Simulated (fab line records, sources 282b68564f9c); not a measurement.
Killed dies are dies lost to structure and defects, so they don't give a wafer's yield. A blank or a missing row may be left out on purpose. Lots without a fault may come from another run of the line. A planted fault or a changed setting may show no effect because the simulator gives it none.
Which tool did it? | flow rit_cmos | 14 lots, 42 wafers sampled, at 2 steps of a route of 202

WHAT THE GAUGES READ, wafer by wafer
The record holds no reading of a measuring or inspecting step that can be judged against a usual standard deviation.

WHICH TOOL RAN EACH LOT (tool, then ch and the chambers of the sampled wafers, then the start)
lot  | RIT_SDANNEAL_CLEAN_02          | RIT_M1_PROBE_99
L828 | wet_bench-04 ch 2, day 3 15:49 | -
L829 | wet_bench-03 ch 1, day 3 19:23 | -
L830 | wet_bench-02 ch 1, day 4 02:43 | -
L832 | wet_bench-02 ch 2, day 4 14:13 | -
L833 | wet_bench-03 ch 0, day 4 17:15 | -
L834 | wet_bench-03 ch 2, day 5 00:38 | -
L835 | wet_bench-03 ch 1, day 5 04:54 | -
L838 | wet_bench-02 ch 1, day 6 01:00 | prober-01, day 6 08:29
L841 | wet_bench-02 ch 3, day 7 02:04 | prober-01, day 7 09:56
L844 | wet_bench-03 ch 0, day 8 03:56 | -
L845 | wet_bench-03 ch 0, day 8 04:11 | -
L847 | wet_bench-03 ch 3, day 8 08:24 | -
L849 | wet_bench-03 ch 3, day 8 17:29 | -
L848 | wet_bench-04 ch 3, day 8 18:42 | -
- RIT_SDANNEAL_CLEAN_02: cleans in SC2, time 600 s.
- RIT_M1_PROBE_99

WHAT THE TOOLS THEMSELVES READ (means of the sampled wafers that have a number; where no wafer has one, the mark that the record gives instead)
RIT_M1_PROBE_99. Usual: killed_at_contacts 0.1, standard deviation 0.3; killed_at_front_end 7, standard deviation 3.1; killed_dies 7, standard deviation 3.1; killed_on_rim 1.9, standard deviation 1.5; killed_open 3.8, standard deviation 2.3; killed_short 3.2, standard deviation 1.9.
lot  | tool      | killed_at_contacts | killed_at_front_end | killed_dies | killed_on_rim | killed_open | killed_short | flag
L838 | prober-01 | 0.0                | 39                  | 39          | 11.0          | 2.7         | 2.0          | OFF
L841 | prober-01 | 0.0                | 36                  | 36          | 11.0          | 1.7         | 3.7          | OFF

THE ANSWER, worked out from the rows above alone
Rule: a lot is off if the mean of its wafers that have a number lies more than 3 standard deviations from the usual mean. A lot without any number at a reading at which 4 lots or more have one is off too. The other lots that the step has rows for count as sound. The gauges are gone through in route order, then the tools' own readings, and for those a lot's mean is taken as printed above. The first step at which some lot is off is used, and at that step the reading that is off furthest; a lot without a number counts as furthest.
Off: L838, L841, at RIT_M1_PROBE_99 (killed_at_front_end). Neither off nor sound, because the step has no rows for them: L828, L829, L830, L832, L833, L834, L835, L844, L845, L847, L849, L848.
A tool fits if, at that step or a process step before it, it ran every lot that is off, and no sound lot after the first of them. Can't be told from this: 2 tools fit, wet_bench-02 at RIT_SDANNEAL_CLEAN_02, prober-01 at RIT_M1_PROBE_99.

WHAT THE SIMULATOR HAD PUT IN
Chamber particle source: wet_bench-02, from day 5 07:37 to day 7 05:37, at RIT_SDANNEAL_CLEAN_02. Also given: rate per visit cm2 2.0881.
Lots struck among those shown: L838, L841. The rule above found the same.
